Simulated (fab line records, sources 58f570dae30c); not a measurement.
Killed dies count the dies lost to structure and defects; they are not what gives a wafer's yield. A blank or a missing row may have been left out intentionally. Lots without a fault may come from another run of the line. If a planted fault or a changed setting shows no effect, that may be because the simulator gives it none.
Lot-split experiment	flow berkeley cmos170	27 wafers read from 5 lots, route of 331 steps

## SPLIT DETAILS
At UCB170_START_OXIDATION_02 (target thk 20 nm, ox time 1800 s), the setting ox time s was moved away from the recipe's 1800 s on 18 of the 27 wafers read, by -51.0% to -29.8%. This setting was run at the recipe's value on the other wafers.

No step appears in the file between the split and the reading.

## THE READING
START_OXIDE_THK, in nm, at UCB170_START_THK_MEAS_03. A value of 20.3 nm with a standard deviation of 0.39 nm is what fault-free wafers of this fab line usually give.

wafer	tool, chamber at the split	ox time s as run, s	against the recipe	START_OXIDE_THK, nm	against lot-mates on the recipe
L074.1	-, -	881.2	-51.0%	12.8	no lot-mate on the recipe
L074.2	-, -	881.2	-51.0%	12.5	no lot-mate on the recipe
L074.3	-, -	881.2	-51.0%	12.8	no lot-mate on the recipe
L074.4	-, -	881.2	-51.0%	12.8	no lot-mate on the recipe
L074.5	-, -	881.2	-51.0%	12.5	no lot-mate on the recipe
L074.6	-, -	881.2	-51.0%	12.4	no lot-mate on the recipe
L075.1	-, -	1800	recipe	19.7	-
L075.2	-, -	1800	recipe	19.5	-
L075.3	-, -	1800	recipe	20.1	-
L075.4	-, -	1800	recipe	19.8	-
L075.5	-, -	1800	recipe	19.5	-
L075.6	-, -	1800	recipe	19.3	-
L076.1	-, -	1264	-29.8%	16.4	no lot-mate on the recipe
L076.2	-, -	1264	-29.8%	16.2	no lot-mate on the recipe
L076.3	-, -	1264	-29.8%	16.1	no lot-mate on the recipe
L076.4	-, -	1264	-29.8%	16.4	no lot-mate on the recipe
L076.5	-, -	1264	-29.8%	16.1	no lot-mate on the recipe
L076.6	-, -	1264	-29.8%	16.1	no lot-mate on the recipe
L079.1	-, -	1157	-35.7%	15.1	no lot-mate on the recipe
L079.2	-, -	1157	-35.7%	15.1	no lot-mate on the recipe
L079.3	-, -	1157	-35.7%	15.6	no lot-mate on the recipe
L079.4	-, -	1157	-35.7%	15.3	no lot-mate on the recipe
L079.5	-, -	1157	-35.7%	15.3	no lot-mate on the recipe
L079.6	-, -	1157	-35.7%	15.4	no lot-mate on the recipe
L081.3	furnace-01, 0	1800	recipe	20.0	-
L081.4	furnace-01, 0	1800	recipe	20.1	-
L081.6	furnace-01, 0	1800	recipe	19.9	-

FIT RESULTS
A straight line over all 27 wafers: START_OXIDE_THK changes by +0.135 nm for each +1% of ox time s; r = +0.99; the points scatter about the line by 0.35 nm.
Too few moved wafers with a lot-mate on the recipe to fit a line net of each lot's own level.

## THE WHOLE CHAIN: every reading that the file lists as answering this split, in the file's order
step	what it does	reading	change (the file's fit)	r (the file's)
UCB170_START_OXIDATION_02	target thk 20 nm, ox time 1800 s	SiO2_of_START_OXIDATION_02.thk nm (the simulator's own value, which no gauge read)	+0.135 nm for each +1% of the setting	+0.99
UCB170_START_THK_MEAS_03		START_OXIDE_THK	+0.135 for each +1% of the setting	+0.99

## THE FILE'S OWN FIT
START_OXIDE_THK changes by +0.135 nm for each +1% of ox time s, r = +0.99.
